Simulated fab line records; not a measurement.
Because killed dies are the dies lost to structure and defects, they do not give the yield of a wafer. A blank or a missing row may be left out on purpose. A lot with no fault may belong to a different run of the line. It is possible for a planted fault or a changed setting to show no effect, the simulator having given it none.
Which of the tools did it? + flow berkeleyCmos170 + route of 331 steps, sampled at 1 step: 7 lots, 21 wafers

WHAT THE GAUGES SHOWED, per wafer
UCB170_NWELL_THK_MEAS_02.
| lot  | measured    | on           | NWELL_OXIDE_THK (nm) |
|------|-------------|--------------|----------------------|
| L986 | day 2 05:32 | filmMetro-03 | 26.0 26.2 25.9       |
| L990 | day 2 20:23 | filmMetro-01 | 26.4 26.7 26.0       |
| L992 | day 3 09:38 | filmMetro-04 | 25.7 25.6 25.4       |
| L995 | day 4 02:26 | filmMetro-03 | 25.7 25.7 25.8       |
| L997 | day 4 14:48 | filmMetro-03 | 26.4 26.9 26.8       |
| L101 | day 5 06:43 | filmMetro-03 | 26.0 26.0 26.2       |
| L106 | day 6 12:44 | filmMetro-01 | 27.5 27.0 27.0       |

EACH LOT AND THE TOOL THAT RAN IT (in order: tool; ch and the chambers of the sampled wafers; start)
Before these readings, the record contains no process step.

THE ANSWER, worked out from the rows above alone
Rule: what is usual is taken from the lots themselves. The widest of any qualifying gaps counts: lots, ordered by their means at a reading, are off when they make up no more than a third of the lots, leave a main group of 4 or more, and stand apart from it by 3 or more times the standard deviation of that group's means. A main group is skipped when, at the precision printed for the reading in the tables above, its means are all equal. A lot without any number at a reading at which 4 lots or more have one is off too. All remaining lots with rows at the step are treated as sound.
None of the lots is off at any reading shown; this tells nothing.

WHAT THE SIMULATOR HAD PUT IN
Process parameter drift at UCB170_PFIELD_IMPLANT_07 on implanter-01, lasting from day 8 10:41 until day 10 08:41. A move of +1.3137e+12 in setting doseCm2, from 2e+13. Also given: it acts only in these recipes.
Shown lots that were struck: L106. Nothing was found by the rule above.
